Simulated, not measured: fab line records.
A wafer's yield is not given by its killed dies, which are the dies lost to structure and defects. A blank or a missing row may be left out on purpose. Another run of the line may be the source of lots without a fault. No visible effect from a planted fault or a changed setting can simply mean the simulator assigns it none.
Struck lot and sound lot, side by side ; flow berkeley-cmos170 ; 14 out of 331 route steps
Sound: these wafers, L591.1, L591.5, L591.6. Struck: wafers L587.4, L587.5, L587.6. At the end, the cause is stated.
Order at every step that has rows: each side's tool, ch and its chambers, its first start. Under that, the readings that differ: sound wafers ; struck wafers ; difference of the means ; sigmas: that difference in standard deviations of wafers without a fault.
alike: readings whose means differ by less than 2 such deviations, and words and numbers that are the same on both sides. not compared: withheld readings, readings that some wafer has no value for, bounds like >300 that may hide the same value, and numbers for which the record gives no deviation and whose values overlap.
Wherever a step has rows on one side only, a row that says differs or no value, or a row with sigmas, the two part there. Numbers that don't overlap but have no deviation are shown without sigmas and don't part them. A reading missing from all wafers of one side parts the sides only when that side holds two or more wafers.

first, 1 step without rows for these wafers: UCB170_FIELD_WET_ETCH_06 (etches SiO2 in BOE, time 22 s).
UCB170_FIELD_THK_MEAS_90:
  sound on film-metro-03 at day 9 23:17; struck on film-metro-01 at day 9 03:23
  alike: FIELD_OXIDE_LEFT_1_THK
then, 2 steps without rows for these wafers: UCB170_SACOX_CLEAN_00 (cleans in dHF, time 7.5 s); UCB170_SACOX_OXIDATION_01 (target thk 14.4 nm, ox time 2400 s).
UCB170_SACOX_THK_MEAS_02:
  sound on film-metro-02 at day 10 06:17; struck on film-metro-03 at day 9 10:36
  alike: SACOX_OXIDE_THK
then, 2 steps without rows for these wafers: UCB170_SCREENOX_WET_ETCH_00 (etches SiO2 in dHF, time 200 s); UCB170_SCREENOX_OXIDATION_01 (target thk 14.4 nm, ox time 2400 s).
UCB170_SCREENOX_THK_MEAS_02:
  sound on film-metro-02 at day 10 11:01; struck on film-metro-03 at day 9 16:20
  alike: SCREENOX_OXIDE_THK
then, 4 steps without rows for these wafers: UCB170_SCREENOX_ANNEAL_03 (time 900 s); UCB170_NVT_HMDS_00 (prime time 60 s); UCB170_NVT_COAT_01 (resist thk 900 nm); UCB170_NVT_SOFTBAKE_02 (time 60 s).
UCB170_NVT_EXPOSE_03: exposes mask PWELL, target cd 3000 nm.
  struck on krf-scanner-02, day 9 22:20; sound on krf-scanner-01 ch 0, day 10 18:27
  no value came back on the struck wafers for exposure-dose-mJ-cm2, focus-offset-nm (nm), na; on the sound wafers exposure-dose-mJ-cm2 reads 30.05 30.00 30.00
  alike: mask
after that, 1 step had no rows for these wafers: UCB170_NVT_PEB_04.

WHERE THEY PART
At UCB170_NVT_EXPOSE_03 and nowhere else, as far as this record goes.

WHY: what had been put in by the simulator
Beginning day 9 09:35, the whole step at UCB170_NVT_EXPOSE_03 was skipped on krf-scanner-02. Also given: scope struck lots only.
